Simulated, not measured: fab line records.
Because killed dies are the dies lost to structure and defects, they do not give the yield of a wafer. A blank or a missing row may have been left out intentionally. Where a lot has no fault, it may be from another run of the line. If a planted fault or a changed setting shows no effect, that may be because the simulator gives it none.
What tool caused it? / flow rit_cmos / Sampling: 14 lots, 42 wafers, 5 of 202 route steps

## WHAT THE GAUGES SHOWED, per wafer
RIT_FOX2_THK_MEAS_01. Usual: FOX2_OXIDE_THK typically reads 352 nm, with standard deviation 6.2.
lot=L283; measured=day 1 19:58; on=film_metro-01; FOX2_OXIDE_THK (nm)=359 353 353; flag=
lot=L284; measured=day 2 00:19; on=film_metro-01; FOX2_OXIDE_THK (nm)=341 340 345; flag=
lot=L285; measured=day 2 05:28; on=film_metro-04; FOX2_OXIDE_THK (nm)=346 353 351; flag=
lot=L286; measured=day 2 11:56; on=film_metro-01; FOX2_OXIDE_THK (nm)=341 351 348; flag=
lot=L287; measured=day 2 15:10; on=film_metro-01; FOX2_OXIDE_THK (nm)=352 356 355; flag=
lot=L288; measured=day 2 20:19; on=film_metro-01; FOX2_OXIDE_THK (nm)=351 350 355; flag=
lot=L291; measured=day 3 12:49; on=film_metro-01; FOX2_OXIDE_THK (nm)=339 333 339; flag=
lot=L292; measured=day 3 17:31; on=film_metro-01; FOX2_OXIDE_THK (nm)=343 355 356; flag=
lot=L293; measured=day 3 20:44; on=film_metro-04; FOX2_OXIDE_THK (nm)=352 350 349; flag=
lot=L294; measured=day 4 02:34; on=film_metro-01; FOX2_OXIDE_THK (nm)=347 355 348; flag=
lot=L299; measured=day 5 02:26; on=film_metro-04; FOX2_OXIDE_THK (nm)=358 353 355; flag=
lot=L300; measured=day 5 08:16; on=film_metro-03; FOX2_OXIDE_THK (nm)=356 357 357; flag=
lot=L304; measured=day 6 04:04; on=film_metro-01; FOX2_OXIDE_THK (nm)=358 366 361; flag=
lot=L306; measured=day 6 13:23; on=film_metro-03; FOX2_OXIDE_THK (nm)=357 350 349; flag=

RIT_NWELL_OVL_MEAS_06. Usual: NWELL_OVL typically reads 1.2 nm, with standard deviation 1.4.
lot=L283; measured=day 1 21:55; on=overlay-02; NWELL_OVL (nm)=2.0 0.1 0.8; flag=
lot=L284; measured=day 2 02:15; on=overlay-02; NWELL_OVL (nm)=2.2 0.9 0.2; flag=
lot=L285; measured=day 2 07:19; on=overlay-02; NWELL_OVL (nm)=1.7 2.0 0.6; flag=
lot=L286; measured=day 2 13:52; on=overlay-02; NWELL_OVL (nm)=0.3 -1.2 0.1; flag=
lot=L287; measured=day 2 17:06; on=overlay-02; NWELL_OVL (nm)=2.0 -0.5 -0.5; flag=
lot=L288; measured=day 2 22:16; on=overlay-02; NWELL_OVL (nm)=2.0 0.3 2.4; flag=
lot=L291; measured=day 3 14:45; on=overlay-01; NWELL_OVL (nm)=0.1 0.4 1.7; flag=
lot=L292; measured=day 3 19:24; on=overlay-01; NWELL_OVL (nm)=3.6 4.2 3.0; flag=
lot=L293; measured=day 3 22:49; on=overlay-02; NWELL_OVL (nm)=1.5 -0.3 1.3; flag=
lot=L294; measured=day 4 04:31; on=overlay-01; NWELL_OVL (nm)=2.5 4.0 2.4; flag=
lot=L299; measured=day 5 04:24; on=overlay-01; NWELL_OVL (nm)=3.5 1.1 0.4; flag=
lot=L300; measured=day 5 10:21; on=overlay-01; NWELL_OVL (nm)=2.6 -1.3 0.9; flag=
lot=L304; measured=day 6 05:56; on=overlay-01; NWELL_OVL (nm)=0.9 1.6 1.1; flag=
lot=L306; measured=day 6 15:13; on=overlay-01; NWELL_OVL (nm)=4.5 2.5 3.2; flag=

RIT_WELLDRIVE_RS_MEAS_02: measures by four-point-probe. Usual: PWELL_RS typically reads 430.1 ohm/sq, with standard deviation 1.4.
lot=L283; measured=day 2 05:32; on=film_metro-01; PWELL_RS (ohm/sq)=430.6 430.7 430.8; flag=
lot=L284; measured=day 2 09:49; on=film_metro-01; PWELL_RS (ohm/sq)=429.0 429.8 429.1; flag=
lot=L285; measured=day 2 14:44; on=film_metro-01; PWELL_RS (ohm/sq)=429.4 429.4 429.2; flag=
lot=L286; measured=day 2 21:28; on=film_metro-02; PWELL_RS (ohm/sq)=430.3 430.1 432.3; flag=
lot=L287; measured=day 3 00:59; on=film_metro-04; PWELL_RS (ohm/sq)=431.0 430.1 431.0; flag=
lot=L288; measured=day 3 05:50; on=film_metro-02; PWELL_RS (ohm/sq)=431.5 431.5 431.7; flag=
lot=L291; measured=day 3 23:43; on=film_metro-01; PWELL_RS (ohm/sq)=431.2 429.7 430.8; flag=
lot=L292; measured=day 4 03:00; on=film_metro-04; PWELL_RS (ohm/sq)=427.2 426.7 427.7; flag=
lot=L293; measured=day 4 06:18; on=film_metro-02; PWELL_RS (ohm/sq)=433.2 432.9 432.9; flag=
lot=L294; measured=day 4 13:26; on=film_metro-02; PWELL_RS (ohm/sq)=433.0 432.6 433.1; flag=
lot=L299; measured=day 5 11:49; on=film_metro-04; PWELL_RS (ohm/sq)=445.3 443.4 443.5; flag=OFF
lot=L300; measured=day 5 17:54; on=film_metro-04; PWELL_RS (ohm/sq)=443.5 443.5 444.6; flag=OFF
lot=L304; measured=day 6 13:32; on=film_metro-02; PWELL_RS (ohm/sq)=430.7 429.7 430.5; flag=
lot=L306; measured=day 6 23:54; on=film_metro-04; PWELL_RS (ohm/sq)=427.1 428.6 428.0; flag=

## WHAT TOOL EACH LOT RAN ON (gives the tool, then ch and the chambers of the sampled wafers, and finally the start)
lot=L283; RIT_NWELL_STRIP_09=plasma_asher-03 ch 0,1, day 1 22:20; RIT_PWELL_IMPLANT_08=implanter-02 ch 0, day 1 23:49
lot=L284; RIT_NWELL_STRIP_09=plasma_asher-03 ch 0,1, day 2 02:41; RIT_PWELL_IMPLANT_08=implanter-03 ch 0, day 2 04:14
lot=L285; RIT_NWELL_STRIP_09=plasma_asher-02 ch 0,1, day 2 07:45; RIT_PWELL_IMPLANT_08=implanter-02 ch 0, day 2 09:09
lot=L286; RIT_NWELL_STRIP_09=plasma_asher-02 ch 0, day 2 14:17; RIT_PWELL_IMPLANT_08=implanter-01 ch 0, day 2 15:53
lot=L287; RIT_NWELL_STRIP_09=plasma_asher-03 ch 0,1, day 2 17:32; RIT_PWELL_IMPLANT_08=implanter-01 ch 0, day 2 19:05
lot=L288; RIT_NWELL_STRIP_09=plasma_asher-02 ch 0,1, day 2 22:44; RIT_PWELL_IMPLANT_08=implanter-03 ch 0, day 3 00:16
lot=L291; RIT_NWELL_STRIP_09=plasma_asher-04 ch 0,1, day 3 15:11; RIT_PWELL_IMPLANT_08=implanter-02 ch 0, day 3 16:35
lot=L292; RIT_NWELL_STRIP_09=plasma_asher-04 ch 0,1, day 3 19:53; RIT_PWELL_IMPLANT_08=implanter-03 ch 0, day 3 21:26
lot=L293; RIT_NWELL_STRIP_09=plasma_asher-04 ch 0,1, day 3 23:17; RIT_PWELL_IMPLANT_08=implanter-02 ch 0, day 4 00:41
lot=L294; RIT_NWELL_STRIP_09=plasma_asher-02 ch 0,1, day 4 04:57; RIT_PWELL_IMPLANT_08=implanter-02 ch 0, day 4 06:29
lot=L299; RIT_NWELL_STRIP_09=plasma_asher-02 ch 0,1, day 5 04:50; RIT_PWELL_IMPLANT_08=implanter-02 ch 0, day 5 06:14
lot=L300; RIT_NWELL_STRIP_09=plasma_asher-04 ch 0,1, day 5 10:47; RIT_PWELL_IMPLANT_08=implanter-02 ch 0, day 5 12:19
lot=L304; RIT_NWELL_STRIP_09=plasma_asher-02 ch 0,1, day 6 06:25; RIT_PWELL_IMPLANT_08=implanter-03 ch 0, day 6 07:58
lot=L306; RIT_NWELL_STRIP_09=plasma_asher-04 ch 0,1, day 6 15:38; RIT_PWELL_IMPLANT_08=implanter-03 ch 0, day 6 17:04
- RIT_NWELL_STRIP_09: strips in O2, time 180 s.
- RIT_PWELL_IMPLANT_08

## AS READ BY THE TOOLS THEMSELVES (means over the sampled wafers that have a number; for cases with no such wafer, the mark the record gives instead)
RIT_NWELL_STRIP_09. Usual: drypump_motor_current_A 5.4 A, standard deviation 0.42.
lot=L283; tool=plasma_asher-03; drypump_motor_current_A (A)=5.4; flag=
lot=L284; tool=plasma_asher-03; drypump_motor_current_A (A)=5.7; flag=
lot=L285; tool=plasma_asher-02; drypump_motor_current_A (A)=5.2; flag=
lot=L286; tool=plasma_asher-02; drypump_motor_current_A (A)=5.8; flag=
lot=L287; tool=plasma_asher-03; drypump_motor_current_A (A)=5.4; flag=
lot=L288; tool=plasma_asher-02; drypump_motor_current_A (A)=5.6; flag=
lot=L291; tool=plasma_asher-04; drypump_motor_current_A (A)=5.3; flag=
lot=L292; tool=plasma_asher-04; drypump_motor_current_A (A)=5.5; flag=
lot=L293; tool=plasma_asher-04; drypump_motor_current_A (A)=5.5; flag=
lot=L294; tool=plasma_asher-02; drypump_motor_current_A (A)=5.2; flag=
lot=L299; tool=plasma_asher-02; drypump_motor_current_A (A)=5.2; flag=
lot=L300; tool=plasma_asher-04; drypump_motor_current_A (A)=5.5; flag=
lot=L304; tool=plasma_asher-02; drypump_motor_current_A (A)=5.2; flag=
lot=L306; tool=plasma_asher-04; drypump_motor_current_A (A)=5.4; flag=

RIT_PWELL_IMPLANT_08. Usual: dose_ions_cm2 6.998e+13, standard deviation 7.4e+10; faraday_current_uA 222, standard deviation 4.4.
lot=L283 tool=implanter-02 dose_ions_cm2=6.998e+13 faraday_current_uA=222 flag=
lot=L284 tool=implanter-03 dose_ions_cm2=7.000e+13 faraday_current_uA=223 flag=
lot=L285 tool=implanter-02 dose_ions_cm2=7.005e+13 faraday_current_uA=226 flag=
lot=L286 tool=implanter-01 dose_ions_cm2=7.003e+13 faraday_current_uA=226 flag=
lot=L287 tool=implanter-01 dose_ions_cm2=6.990e+13 faraday_current_uA=226 flag=
lot=L288 tool=implanter-03 dose_ions_cm2=6.998e+13 faraday_current_uA=221 flag=
lot=L291 tool=implanter-02 dose_ions_cm2=7.002e+13 faraday_current_uA=222 flag=
lot=L292 tool=implanter-03 dose_ions_cm2=6.997e+13 faraday_current_uA=223 flag=
lot=L293 tool=implanter-02 dose_ions_cm2=6.998e+13 faraday_current_uA=222 flag=
lot=L294 tool=implanter-02 dose_ions_cm2=6.988e+13 faraday_current_uA=225 flag=
lot=L299 tool=implanter-02 dose_ions_cm2=6.650e+13 faraday_current_uA=211 flag=OFF
lot=L300 tool=implanter-02 dose_ions_cm2=6.638e+13 faraday_current_uA=209 flag=OFF
lot=L304 tool=implanter-03 dose_ions_cm2=6.998e+13 faraday_current_uA=222 flag=
lot=L306 tool=implanter-03 dose_ions_cm2=7.004e+13 faraday_current_uA=219 flag=

## THE ANSWER, worked out from the rows above alone
Rule: a lot counts as off when the mean over its wafers that have a number is more than 3 standard deviations away from the usual mean. A lot without any number at a reading at which 4 lots or more have one is off too. Where the step has rows for the other lots, those lots are counted as sound. First the gauges in route order, then the tools' own readings, where a lot's mean is used as printed above. The first step at which some lot is off is used, and at that step the reading that is off furthest; a lot without a number counts as furthest.
Off: at RIT_WELLDRIVE_RS_MEAS_02 (PWELL_RS), L299, L300.
If a tool, at a process step before that reading, ran all the lots that are off and no sound lot after the first of them, it fits. Not tried: the gauges at RIT_WELLDRIVE_RS_MEAS_02; whatever is off there is also off at RIT_PWELL_IMPLANT_08, on other tools, and gauge error can't account for it. One fits: implanter-02 at RIT_PWELL_IMPLANT_08. A fault onset in the window from L294 (day 4 06:29, its last sound lot) to L299 (day 5 06:14, its first lot off) fits.
The tool's own readings at RIT_PWELL_IMPLANT_08 bear it out: on the lots that are off they differ by more than 5 times the standard deviation of the sound lots' means. dose_ions_cm2 reads 6.644e+13 there against 6.998e+13 on the sound lots; faraday_current_uA reads 210 there against 223 on the sound lots.

## WHAT THE SIMULATOR PUT IN
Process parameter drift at RIT_PWELL_IMPLANT_08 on implanter-02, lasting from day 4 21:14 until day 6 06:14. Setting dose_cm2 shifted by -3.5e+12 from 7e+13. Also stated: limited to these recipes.
Struck lots among those shown: L299, L300. The rule above found the same.
